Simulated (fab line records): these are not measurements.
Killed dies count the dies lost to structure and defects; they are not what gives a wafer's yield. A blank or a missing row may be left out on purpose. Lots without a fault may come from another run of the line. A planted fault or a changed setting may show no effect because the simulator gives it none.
Split-lot trial :: flow berkeley_cmos170 :: 23 wafers read across 5 lots, on a route 331 steps long

ABOUT THE SPLIT
At UCB170_PFIELD_COAT_01 (resist thk 900 nm), the setting resist_thk_nm was moved away from the recipe's 900 nm on 7 of the 23 wafers read, by -5.4% to -4.3%. For the rest of the wafers, this setting stayed at what the recipe calls for.

The split's own step is where the reading is taken.

THE READING
KrF_of_PFIELD_COAT_01.thk_nm (the simulator's own value, which no gauge read), in nm, at UCB170_PFIELD_COAT_01 (resist thk 900 nm). The file does not state a usual value for it. Average 901.1 nm, standard deviation 1.6 nm, over the 16 wafers here run with the recipe.

wafer: L074.2
tool, chamber at the split: litho_track-03, 0
resist_thk_nm as run, nm: 900
against the recipe: recipe
KrF_of_PFIELD_COAT_01.thk_nm, nm: 900.7
against lot-mates on the recipe: -

wafer: L074.3
tool, chamber at the split: litho_track-03, 0
resist_thk_nm as run, nm: 851.6
against the recipe: -5.4%
KrF_of_PFIELD_COAT_01.thk_nm, nm: 852
against lot-mates on the recipe: -48.6

wafer: L074.4
tool, chamber at the split: litho_track-03, 0
resist_thk_nm as run, nm: 900
against the recipe: recipe
KrF_of_PFIELD_COAT_01.thk_nm, nm: 902.6
against lot-mates on the recipe: -

wafer: L074.5
tool, chamber at the split: litho_track-03, 0
resist_thk_nm as run, nm: 851.6
against the recipe: -5.4%
KrF_of_PFIELD_COAT_01.thk_nm, nm: 852.8
against lot-mates on the recipe: -47.8

wafer: L074.6
tool, chamber at the split: litho_track-03, 0
resist_thk_nm as run, nm: 900
against the recipe: recipe
KrF_of_PFIELD_COAT_01.thk_nm, nm: 898.6
against lot-mates on the recipe: -

wafer: L079.1
tool, chamber at the split: litho_track-02, 0
resist_thk_nm as run, nm: 858.9
against the recipe: -4.6%
KrF_of_PFIELD_COAT_01.thk_nm, nm: 860.6
against lot-mates on the recipe: -41.7

wafer: L079.2
tool, chamber at the split: litho_track-02, 0
resist_thk_nm as run, nm: 858.9
against the recipe: -4.6%
KrF_of_PFIELD_COAT_01.thk_nm, nm: 862.7
against lot-mates on the recipe: -39.6

wafer: L079.3
tool, chamber at the split: litho_track-02, 0
resist_thk_nm as run, nm: 900
against the recipe: recipe
KrF_of_PFIELD_COAT_01.thk_nm, nm: 900.7
against lot-mates on the recipe: -

wafer: L079.5
tool, chamber at the split: litho_track-02, 0
resist_thk_nm as run, nm: 900
against the recipe: recipe
KrF_of_PFIELD_COAT_01.thk_nm, nm: 904.1
against lot-mates on the recipe: -

wafer: L079.6
tool, chamber at the split: litho_track-02, 0
resist_thk_nm as run, nm: 900
against the recipe: recipe
KrF_of_PFIELD_COAT_01.thk_nm, nm: 902
against lot-mates on the recipe: -

wafer: L080.1
tool, chamber at the split: litho_track-02, 0
resist_thk_nm as run, nm: 900
against the recipe: recipe
KrF_of_PFIELD_COAT_01.thk_nm, nm: 900.1
against lot-mates on the recipe: -

wafer: L080.5
tool, chamber at the split: litho_track-02, 0
resist_thk_nm as run, nm: 900
against the recipe: recipe
KrF_of_PFIELD_COAT_01.thk_nm, nm: 901.1
against lot-mates on the recipe: -

wafer: L080.6
tool, chamber at the split: litho_track-02, 0
resist_thk_nm as run, nm: 900
against the recipe: recipe
KrF_of_PFIELD_COAT_01.thk_nm, nm: 899.2
against lot-mates on the recipe: -

wafer: L082.1
tool, chamber at the split: litho_track-03, 0
resist_thk_nm as run, nm: 900
against the recipe: recipe
KrF_of_PFIELD_COAT_01.thk_nm, nm: 900.7
against lot-mates on the recipe: -

wafer: L082.2
tool, chamber at the split: litho_track-03, 0
resist_thk_nm as run, nm: 900
against the recipe: recipe
KrF_of_PFIELD_COAT_01.thk_nm, nm: 901.1
against lot-mates on the recipe: -

wafer: L082.3
tool, chamber at the split: litho_track-03, 0
resist_thk_nm as run, nm: 900
against the recipe: recipe
KrF_of_PFIELD_COAT_01.thk_nm, nm: 903.3
against lot-mates on the recipe: -

wafer: L082.5
tool, chamber at the split: litho_track-03, 0
resist_thk_nm as run, nm: 900
against the recipe: recipe
KrF_of_PFIELD_COAT_01.thk_nm, nm: 902.9
against lot-mates on the recipe: -

wafer: L082.6
tool, chamber at the split: litho_track-03, 0
resist_thk_nm as run, nm: 900
against the recipe: recipe
KrF_of_PFIELD_COAT_01.thk_nm, nm: 902
against lot-mates on the recipe: -

wafer: L084.1
tool, chamber at the split: litho_track-03, 0
resist_thk_nm as run, nm: 861.7
against the recipe: -4.3%
KrF_of_PFIELD_COAT_01.thk_nm, nm: 860.3
against lot-mates on the recipe: -38.7

wafer: L084.2
tool, chamber at the split: litho_track-03, 0
resist_thk_nm as run, nm: 900
against the recipe: recipe
KrF_of_PFIELD_COAT_01.thk_nm, nm: 898.4
against lot-mates on the recipe: -

wafer: L084.3
tool, chamber at the split: litho_track-03, 0
resist_thk_nm as run, nm: 861.7
against the recipe: -4.3%
KrF_of_PFIELD_COAT_01.thk_nm, nm: 860.5
against lot-mates on the recipe: -38.5

wafer: L084.4
tool, chamber at the split: litho_track-03, 0
resist_thk_nm as run, nm: 861.7
against the recipe: -4.3%
KrF_of_PFIELD_COAT_01.thk_nm, nm: 861.6
against lot-mates on the recipe: -37.4

wafer: L084.6
tool, chamber at the split: litho_track-03, 0
resist_thk_nm as run, nm: 900
against the recipe: recipe
KrF_of_PFIELD_COAT_01.thk_nm, nm: 899.6
against lot-mates on the recipe: -

FIT RESULTS
A straight line over all 23 wafers: KrF_of_PFIELD_COAT_01.thk_nm changes by +9.08 nm for each +1% of resist_thk_nm; r = +1.00; the points scatter about the line by 1.7 nm.
The same after taking each lot's own level away (the mean of its wafers on the recipe; 23 wafers): +8.95 nm for each +1%; r = +1.00; scatter 1.1 nm.
That fit puts the effect of the largest move of resist_thk_nm on the reading at 48 nm.
Measured against the standard deviation above, the lots' own levels, which go from 899.00 to 902.27 nm, span 2.0 times it.
So the lot-to-lot level changes the slope little: the two slopes agree.
Check: -48 nm against its lot-mates is what the line predicts for one of the wafers moved furthest among these (-5.4%) when that wafer is left out of the fit. Against them it came out at -48.6 nm.

FURTHER SPLITS ON THESE WAFERS
Note: prior to the reading, these wafers also went through further splits. Each is held against what the fit with the lots' levels taken away leaves over:
other split on the same wafers: UCB170_START_OXIDATION_02 ox_time_s
wafers away from the commonest value: 15
r with KrF_of_PFIELD_COAT_01.thk_nm (lot level and that fit taken away): +0.04

other split on the same wafers: UCB170_NWELL_CVD_04 pressure_mtorr
wafers away from the commonest value: 15
r with KrF_of_PFIELD_COAT_01.thk_nm (lot level and that fit taken away): +0.04

other split on the same wafers: UCB170_NWELL_IMPLANT_14 energy_kev
wafers away from the commonest value: 11
r with KrF_of_PFIELD_COAT_01.thk_nm (lot level and that fit taken away): +0.01

other split on the same wafers: UCB170_PWELL_COAT_08 resist_thk_nm
wafers away from the commonest value: 7
r with KrF_of_PFIELD_COAT_01.thk_nm (lot level and that fit taken away): +0.48

other split on the same wafers: UCB170_ACTIVE_OXIDATION_02 temp_c
wafers away from the commonest value: 18
r with KrF_of_PFIELD_COAT_01.thk_nm (lot level and that fit taken away): -0.04

other split on the same wafers: UCB170_ACTIVE_EXPOSE_10 dose_mj
wafers away from the commonest value: 8
r with KrF_of_PFIELD_COAT_01.thk_nm (lot level and that fit taken away): -0.10

THE WHOLE CHAIN: every reading that the file lists as answering this split, in the file's order
step: UCB170_PFIELD_COAT_01
what it does: resist thk 900 nm
reading: KrF_of_PFIELD_COAT_01.thk_nm (the simulator's own value, which no gauge read)
change (the file's fit): +8.95 nm for each +1% of the setting
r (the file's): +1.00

step: UCB170_PFIELD_STRIP_08
what it does: strips in O2
reading: strip_time_to_endpoint_s
change (the file's fit): withheld for each +1% of the setting
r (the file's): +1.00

THE FILE'S OWN FIT
KrF_of_PFIELD_COAT_01.thk_nm changes by +8.95 nm for each +1% of resist_thk_nm, r = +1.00.
